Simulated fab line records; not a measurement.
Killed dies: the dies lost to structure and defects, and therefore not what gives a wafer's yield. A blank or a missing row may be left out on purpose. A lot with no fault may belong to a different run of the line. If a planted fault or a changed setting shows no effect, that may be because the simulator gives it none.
What tool caused it? / flow berkeleyCmos170 / 39 wafers from 13 lots sampled at 3 of the route's 331 steps

== WHAT THE GAUGES READ, wafer by wafer ==
UCB170_SILICIDE_RS_MEAS_02: measurement is done with a four-point probe. Usual: SILICIDE_TI_RS 26.8 ohm/sq, standard deviation 0.39.
lot=L923; measured=day 5 22:55; on=filmMetro-03; SILICIDE_TI_RS (ohm/sq)=27.0 27.5 26.9; flag=
lot=L926; measured=day 7 08:23; on=filmMetro-03; SILICIDE_TI_RS (ohm/sq)=26.6 27.1 26.7; flag=
lot=L928; measured=day 7 08:42; on=filmMetro-03; SILICIDE_TI_RS (ohm/sq)=27.0 26.9 26.6; flag=
lot=L925; measured=day 7 08:48; on=filmMetro-01; SILICIDE_TI_RS (ohm/sq)=26.6 27.2 26.5; flag=
lot=L929; measured=day 8 01:31; on=filmMetro-03; SILICIDE_TI_RS (ohm/sq)=27.0 26.3 27.0; flag=
lot=L931; measured=day 8 11:53; on=filmMetro-03; SILICIDE_TI_RS (ohm/sq)=26.6 26.7 26.4; flag=
lot=L936; measured=day 9 14:56; on=filmMetro-04; SILICIDE_TI_RS (ohm/sq)=26.9 27.1 26.9; flag=
lot=L939; measured=day 10 08:24; on=filmMetro-04; SILICIDE_TI_RS (ohm/sq)=27.4 27.0 27.3; flag=
lot=L940; measured=day 10 12:26; on=filmMetro-01; SILICIDE_TI_RS (ohm/sq)=26.2 26.1 27.1; flag=
lot=L941; measured=day 10 23:06; on=filmMetro-01; SILICIDE_TI_RS (ohm/sq)=27.2 26.8 27.1; flag=
lot=L943; measured=day 11 01:44; on=filmMetro-03; SILICIDE_TI_RS (ohm/sq)=26.7 26.1 26.9; flag=
lot=L944; measured=day 11 12:51; on=filmMetro-03; SILICIDE_TI_RS (ohm/sq)=26.8 26.2 26.3; flag=
lot=L946; measured=day 11 13:23; on=filmMetro-03; SILICIDE_TI_RS (ohm/sq)=26.8 26.9 27.3; flag=

UCB170_CONTACT_CD_MEAS_90: target cd 700 nm. Usual: cdNm at 699.4 nm, with a standard deviation of 1.7.
lot=L923; measured=day 6 03:29; on=cdSem-02; cdNm (nm)=696.0 694.9 695.6; flag=
lot=L926; measured=day 7 12:58; on=cdSem-01; cdNm (nm)=697.2 701.1 698.6; flag=
lot=L928; measured=day 7 15:49; on=cdSem-01; cdNm (nm)=701.8 700.7 701.6; flag=
lot=L925; measured=day 7 15:34; on=cdSem-01; cdNm (nm)=700.9 701.8 700.9; flag=
lot=L929; measured=day 8 06:08; on=cdSem-01; cdNm (nm)=697.2 698.5 697.4; flag=
lot=L931; measured=day 8 18:34; on=cdSem-01; cdNm (nm)=699.6 697.4 699.3; flag=
lot=L936; measured=day 10 02:17; on=cdSem-01; cdNm (nm)=697.9 699.2 699.0; flag=
lot=L939; measured=day 10 16:09; on=cdSem-02; cdNm (nm)=697.6 697.2 698.6; flag=
lot=L940; measured=day 10 21:56; on=cdSem-02; cdNm (nm)=700.4 701.7 701.7; flag=
lot=L941; measured=day 11 04:28; on=cdSem-02; cdNm (nm)=700.3 702.2 700.5; flag=
lot=L943; measured=day 11 07:10; on=cdSem-02; cdNm (nm)=699.2 700.4 699.9; flag=
lot=L944; measured=day 11 17:40; on=cdSem-02; cdNm (nm)=700.0 697.9 699.7; flag=
lot=L946; measured=day 11 18:38; on=cdSem-02; cdNm (nm)=700.3 698.9 699.0; flag=

UCB170_M1_RS_MEAS_01: measurement is done with a four-point probe. Usual: M1_AL_RS 0.0482 ohm/sq, standard deviation 0.00064.
lot=L923; measured=day 6 03:51; on=filmMetro-01; M1_AL_RS (ohm/sq)=0.0470 0.0478 0.0469; flag=
lot=L926; measured=day 7 13:19; on=filmMetro-02; M1_AL_RS (ohm/sq)=0.0492 0.0478 0.0476; flag=
lot=L928; measured=day 7 16:10; on=filmMetro-04; M1_AL_RS (ohm/sq)=0.0485 0.0489 0.0483; flag=
lot=L925; measured=day 7 15:56; on=filmMetro-01; M1_AL_RS (ohm/sq)=0.0486 0.0480 0.0488; flag=
lot=L929; measured=day 8 06:30; on=filmMetro-02; M1_AL_RS (ohm/sq)=0.0490 0.0488 0.0485; flag=
lot=L931; measured=day 8 18:55; on=filmMetro-02; M1_AL_RS (ohm/sq)=0.0475 0.0472 0.0472; flag=
lot=L936; measured=day 10 02:39; on=filmMetro-04; M1_AL_RS (ohm/sq)=0.0481 0.0486 0.0491; flag=
lot=L939; measured=day 10 16:31; on=filmMetro-01; M1_AL_RS (ohm/sq)=0.0476 0.0473 0.0482; flag=
lot=L940; measured=day 10 22:17; on=filmMetro-04; M1_AL_RS (ohm/sq)=0.0481 0.0485 0.0477; flag=
lot=L941; measured=day 11 04:49; on=filmMetro-04; M1_AL_RS (ohm/sq)=0.0473 0.0479 0.0479; flag=
lot=L943; measured=day 11 07:31; on=filmMetro-01; M1_AL_RS (ohm/sq)=0.0471 0.0471 0.0480; flag=
lot=L944; measured=day 11 18:01; on=filmMetro-04; M1_AL_RS (ohm/sq)=0.0479 0.0467 0.0473; flag=
lot=L946; measured=day 11 18:59; on=filmMetro-02; M1_AL_RS (ohm/sq)=0.0474 0.0482 0.0477; flag=

== TOOL THAT RAN EACH LOT (tool first, then ch and the chambers of the sampled wafers, then the start) ==
Before these readings, the record contains no process step.

== AS READ BY THE TOOLS THEMSELVES (means over the sampled wafers that have a number; for cases with no such wafer, the mark the record gives instead) ==
The record holds no such reading with a usual standard deviation.

== THE ANSWER, worked out from the rows above alone ==
Rule: lot off if the mean of its wafers having a number is beyond 3 standard deviations from the usual mean. A lot without any number at a reading at which 4 lots or more have one is off too. All remaining lots with rows at the step are treated as sound. The gauges are gone through in route order, then the tools' own readings, and for those a lot's mean is taken as printed above. The first step at which some lot is off is used, and at that step the reading that is off furthest; a lot without a number counts as furthest.
Nothing can be told from this: no lot is off at any reading shown.

== WHAT THE SIMULATOR PUT IN ==
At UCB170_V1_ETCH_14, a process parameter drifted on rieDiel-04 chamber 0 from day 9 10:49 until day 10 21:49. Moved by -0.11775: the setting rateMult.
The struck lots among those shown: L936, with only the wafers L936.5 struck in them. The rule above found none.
